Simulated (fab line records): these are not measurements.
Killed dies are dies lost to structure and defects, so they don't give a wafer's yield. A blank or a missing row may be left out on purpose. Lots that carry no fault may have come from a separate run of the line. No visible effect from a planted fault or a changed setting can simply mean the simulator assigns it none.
Which of the tools did it? || flow berkeley cmos170 || 42 wafers from 14 lots sampled at 2 of the route's 331 steps

## WHAT THE GAUGES READ, wafer by wafer
UCB170_M1_CD_MEAS_09: the cd target is 700 nm.
{"lot": "L221", "measured": "day 6 15:51", "on": "cd sem-01", "cd nm (nm)": "700.9 701.8 702.2"}
{"lot": "L222", "measured": "day 6 18:37", "on": "cd sem-01", "cd nm (nm)": "700.0 700.4 699.9"}
{"lot": "L224", "measured": "day 7 13:32", "on": "cd sem-02", "cd nm (nm)": "701.4 702.3 700.3"}
{"lot": "L225", "measured": "day 7 14:43", "on": "cd sem-02", "cd nm (nm)": "698.7 698.3 698.9"}
{"lot": "L223", "measured": "day 7 14:59", "on": "cd sem-01", "cd nm (nm)": "702.2 700.5 702.7"}
{"lot": "L226", "measured": "day 7 20:24", "on": "cd sem-01", "cd nm (nm)": "698.5 696.9 697.6"}
{"lot": "L229", "measured": "day 7 21:58", "on": "cd sem-02", "cd nm (nm)": "700.6 702.1 701.7"}
{"lot": "L227", "measured": "day 7 22:18", "on": "cd sem-01", "cd nm (nm)": "698.1 697.9 699.3"}
{"lot": "L238", "measured": "day 10 00:14", "on": "cd sem-01", "cd nm (nm)": "698.7 698.3 698.4"}
{"lot": "L241", "measured": "day 11 00:32", "on": "cd sem-01", "cd nm (nm)": "700.9 699.2 701.4"}
{"lot": "L239", "measured": "day 11 01:13", "on": "cd sem-01", "cd nm (nm)": "700.9 699.6 700.3"}
{"lot": "L242", "measured": "day 11 02:29", "on": "cd sem-01", "cd nm (nm)": "700.1 700.5 700.2"}
{"lot": "L243", "measured": "day 11 18:11", "on": "cd sem-02", "cd nm (nm)": "699.6 698.6 699.1"}
{"lot": "L244", "measured": "day 11 18:34", "on": "cd sem-01", "cd nm (nm)": "700.2 701.2 700.2"}

UCB170_V1_CD_MEAS_12: the cd target is 700 nm.
{"lot": "L221", "measured": "day 6 21:17", "on": "cd sem-01", "cd nm (nm)": "701.3 702.1 702.3"}
{"lot": "L222", "measured": "day 7 00:13", "on": "cd sem-02", "cd nm (nm)": "697.3 696.7 697.0"}
{"lot": "L224", "measured": "day 7 22:07", "on": "cd sem-01", "cd nm (nm)": "700.7 700.3 700.3"}
{"lot": "L225", "measured": "day 7 21:25", "on": "cd sem-02", "cd nm (nm)": "701.3 701.8 701.5"}
{"lot": "L223", "measured": "day 7 22:24", "on": "cd sem-01", "cd nm (nm)": "699.6 699.9 700.0"}
{"lot": "L226", "measured": "day 8 02:20", "on": "cd sem-01", "cd nm (nm)": "698.4 699.2 699.1"}
{"lot": "L229", "measured": "day 8 02:58", "on": "cd sem-01", "cd nm (nm)": "699.5 700.7 698.2"}
{"lot": "L227", "measured": "day 8 02:46", "on": "cd sem-02", "cd nm (nm)": "700.1 700.3 700.5"}
{"lot": "L238", "measured": "day 10 07:55", "on": "cd sem-01", "cd nm (nm)": "701.5 701.0 700.9"}
{"lot": "L241", "measured": "day 11 07:41", "on": "cd sem-02", "cd nm (nm)": "698.2 698.9 698.1"}
{"lot": "L239", "measured": "day 11 06:58", "on": "cd sem-01", "cd nm (nm)": "699.2 700.6 700.5"}
{"lot": "L242", "measured": "day 11 08:13", "on": "cd sem-02", "cd nm (nm)": "697.6 698.6 697.9"}
{"lot": "L243", "measured": "day 12 02:05", "on": "cd sem-02", "cd nm (nm)": "699.5 700.2 699.3"}
{"lot": "L244", "measured": "day 12 02:10", "on": "cd sem-01", "cd nm (nm)": "698.9 699.9 699.3"}

## WHICH TOOL RAN EACH LOT (tool, then ch and the chambers of the sampled wafers, then the start)
No process step before these readings appears in the record.

## AS READ BY THE TOOLS THEMSELVES (means over the sampled wafers that have a number; for cases with no such wafer, the mark the record gives instead)
The record holds no such reading with a usual standard deviation.

## THE ANSWER, worked out from the rows above alone
Rule: usual is defined by the lots themselves. The widest of any qualifying gaps counts: lots, ordered by their means at a reading, are off when they make up no more than a third of the lots, leave a main group of 4 or more, and stand apart from it by 3 or more times the standard deviation of that group's means. Not used: any main group whose means are identical at the precision the tables above print for the reading. A lot without any number at a reading at which 4 lots or more have one is off too. All remaining lots with rows at the step are treated as sound. First the gauges in route order, then the tools' own readings, where a lot's mean is used as printed above. The first step at which some lot is off is used, and at that step the reading that is off furthest; a lot without a number counts as furthest.
None of the lots is off at any reading shown; this tells nothing.

## WHAT WAS PUT IN BY THE SIMULATOR
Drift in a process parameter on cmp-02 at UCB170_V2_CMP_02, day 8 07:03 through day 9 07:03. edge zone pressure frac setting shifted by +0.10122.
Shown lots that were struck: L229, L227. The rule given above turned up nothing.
